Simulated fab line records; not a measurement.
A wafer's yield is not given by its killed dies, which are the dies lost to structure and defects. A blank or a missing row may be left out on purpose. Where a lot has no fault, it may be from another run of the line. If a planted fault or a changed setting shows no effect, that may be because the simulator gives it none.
A struck lot beside a sound one    flow ritCmos    15 out of 202 route steps
Sound: these wafers, L205.2, L205.3, L205.4. Wafers L222.1, L222.2, L222.6 were the ones struck. Last of all comes the cause.
Order at every step that has rows: each side's tool, ch and its chambers, its first start. Under that, the readings that differ: sound wafers    struck wafers    difference of the means    sigmas: that difference in standard deviations of wafers without a fault.
alike: words and numbers the same on both sides, and readings whose means are apart by under 2 such deviations; not compared: readings that were withheld, readings missing a value for some wafer, numbers with overlapping values and no deviation given by the record, and bounds like >300 which may hide the same value.
Wherever a step has rows on one side only, a row that says differs or no value, or a row with sigmas, the two part there. When numbers do not overlap yet have no deviation, they are printed without sigmas and do not part them. Lack of a reading on every wafer of one side parts them only where that side has two or more wafers.

RIT_GATE_THK_MEAS_07:
  sound on filmMetro-01 at day 3 09:19; struck on filmMetro-04 at day 7 14:32
  alike: GATE_OXIDE_THK
then, 1 step without rows for these wafers: RIT_GATE_CVD_08 (deposits poly-Si from SiH4, target thk 250 nm, time 2220 s).
RIT_GATE_THK_MEAS_09:
  sound on filmMetro-04 at day 3 11:29; struck on filmMetro-03 at day 7 16:13
  alike: GATE_POLY_THK
then, 6 steps without rows for these wafers: RIT_GATE_HMDS_10 (prime time 60 s); RIT_GATE_COAT_11 (resist thk 850 nm); RIT_GATE_SOFTBAKE_12 (time 60 s); RIT_GATE_EXPOSE_13 (exposes mask M6, target cd 150 nm); RIT_GATE_PEB_14; RIT_GATE_DEVELOP_15 (develop time 50 s).
RIT_GATE_CD_MEAS_16 targets a cd of 150 nm.
  sound on cdSem-01 at day 3 12:25; struck on cdSem-02 at day 7 17:16
  alike: cdNm
RIT_GATE_OVL_MEAS_17:
  sound on overlay-01 at day 3 12:31; struck on overlay-02 at day 7 17:23
  alike: GATE_OVL
then, 1 step without rows for these wafers: RIT_GATE_HARDBAKE_18 (time 60 s).
RIT_GATE_ETCH_19: etches poly-Si in SF6/CHF3/O2, stops on SiO2, time 165 s, target depth 312.5 nm.
  sound on rieSi-01 ch 0,1,2, day 3 12:41; struck on rieSi-02 ch 2,3, day 7 17:40
reading                                   sound              struck             difference  sigmas
oesProductAu (a.u.)                       0.854 0.833 0.828  0.788 0.786 0.774  -0.056      -3
model.GATE.featureDepthNm (nm)            249.2 248.3 247.8  220.6 226.6 226.7  -23.8       
model.etch.depthNm (nm)                   249.2 248.3 247.8  220.6 226.6 226.7  -23.8       
model.NOVOLAK_of_GATE_COAT_11.thkNm (nm)  674.9 674.2 668.9  693.8 693.8 692.2  +20.6       
  alike: drypumpMotorCurrentA, throttleValvePct
  not compared: rfHoursCounterH
RIT_GATE_STRIP_20: strips in O2, time 180 s.
  sound on plasmaAsher-03 ch 0,1, day 3 12:48; struck on plasmaAsher-01 ch 0,1, day 7 17:46
  alike: drypumpMotorCurrentA
  not compared: rfHoursCounterH
RIT_M1_PROBE_99:
  the record has rows for the struck wafers here (prober-01, day 8 16:19) and none for the sound ones

== WHERE THEY PART ==
First at RIT_GATE_ETCH_19; last, within this record, at RIT_M1_PROBE_99.

WHY: what had been put in by the simulator
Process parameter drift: rieSi-02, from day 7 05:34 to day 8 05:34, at RIT_GATE_ETCH_19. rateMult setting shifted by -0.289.
